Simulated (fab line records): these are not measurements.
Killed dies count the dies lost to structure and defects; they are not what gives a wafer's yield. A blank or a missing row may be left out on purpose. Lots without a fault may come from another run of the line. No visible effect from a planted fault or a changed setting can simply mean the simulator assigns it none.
Check of tool commonality    flow ritCmos    Sampled: 14 lots, 42 wafers

WHY THIS WAS OPENED
Flagged at RIT_GATE_CD_MEAS_16: reading cdNm, on 2 of 14 lots. Wafers without a fault read 150.1 nm, standard deviation 2.4.
Rule: flag the lot when none of its wafers has a number, or when each of its wafers that has one lies beyond 4 standard deviations from that mean. As for the other lots, they are considered sound.

lot   measured     on        cdNm (nm), wafer by wafer  flag
L149  day 2 17:01  cdSem-01  155.8 152.7 153.0          
L150  day 2 19:17  cdSem-02  154.5 152.9 152.9          
L151  day 2 23:33  cdSem-02  147.5 147.9 148.4          
L152  day 3 05:44  cdSem-02  150.7 151.6 152.9          
L153  day 3 09:33  cdSem-01  151.7 149.2 151.7          
L154  day 3 13:28  cdSem-02  148.7 151.1 149.6          
L163  day 5 11:40  cdSem-01  148.2 150.8 151.0          
L164  day 5 17:33  cdSem-02  147.3 146.3 150.6          
L165  day 5 23:09  cdSem-01  61.1 60.5 60.3             FLAGGED
L166  day 6 12:29  cdSem-02  62.7 59.8 61.4             FLAGGED
L168  day 6 18:14  cdSem-01  149.1 147.8 149.0          
L169  day 7 07:44  cdSem-02  147.1 147.2 147.2          
L171  day 7 21:27  cdSem-02  150.7 150.2 151.8          
L172  day 8 10:36  cdSem-01  152.5 153.5 155.1          
The mean of the flagged lots' numbers is 61.0 nm, -89.1 nm from the usual (-37 standard deviations).

TOOL THAT RAN EACH LOT
The record holds 1 process step before the reading, out of a route of 202 steps. In each cell: the tool, then ch and the chambers that the sampled wafers went through, then the start.
lot   flag     RIT_GATE_COAT_11
L149           lithoTrack-02 ch 0, day 2 16:20
L150           lithoTrack-01 ch 0, day 2 18:28
L151           lithoTrack-04 ch 0, day 2 22:44
L152           lithoTrack-01 ch 0, day 3 04:55
L153           lithoTrack-04 ch 0, day 3 08:43
L154           lithoTrack-01 ch 0, day 3 12:39
L163           lithoTrack-02 ch 0, day 5 10:59
L164           lithoTrack-04 ch 0, day 5 16:51
L165  FLAGGED  lithoTrack-02 ch 0, day 5 22:20
L166  FLAGGED  lithoTrack-02 ch 0, day 6 11:32
L168           lithoTrack-04 ch 0, day 6 17:25
L169           lithoTrack-04 ch 0, day 7 06:55
L171           lithoTrack-04 ch 0, day 7 20:25
L172           lithoTrack-01 ch 0, day 8 09:47
These steps, and what they do:
- RIT_GATE_COAT_11: resist thk 850 nm.
- RIT_GATE_CD_MEAS_16: target cd 150 nm.

FLAGGED AGAINST TOTAL, ONE TOOL AT A TIME (gauges that did the reading follow at the end)
step                 tool           lots run  flagged  share of the flagged lots  sound lots run after its first flagged lot
RIT_GATE_COAT_11     lithoTrack-01  4         0        none                       -
RIT_GATE_COAT_11     lithoTrack-02  4         2        all                        0
RIT_GATE_COAT_11     lithoTrack-04  6         0        none                       -
RIT_GATE_CD_MEAS_16  cdSem-01       6         1        some                       2 (L168,L172)
RIT_GATE_CD_MEAS_16  cdSem-02       8         1        some                       2 (L169,L171)

WHAT THE TABLE PERMITS
All flagged lots share 1 row of the table, namely lithoTrack-02 at RIT_GATE_COAT_11.
- lithoTrack-02 at RIT_GATE_COAT_11: 2 of its 4 lots flagged. Its last sound lot is L163 (day 5 10:59), its first flagged lot L165 (day 5 22:20): a fault that began between those two fits.
What remains is a single tool, lithoTrack-02 at RIT_GATE_COAT_11.

WHAT THE SIMULATOR HAD INSERTED
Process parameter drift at RIT_GATE_COAT_11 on lithoTrack-02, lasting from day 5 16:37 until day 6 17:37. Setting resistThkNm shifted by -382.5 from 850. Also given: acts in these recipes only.
Struck lots among those shown: L165, L166. The rule above found the same.
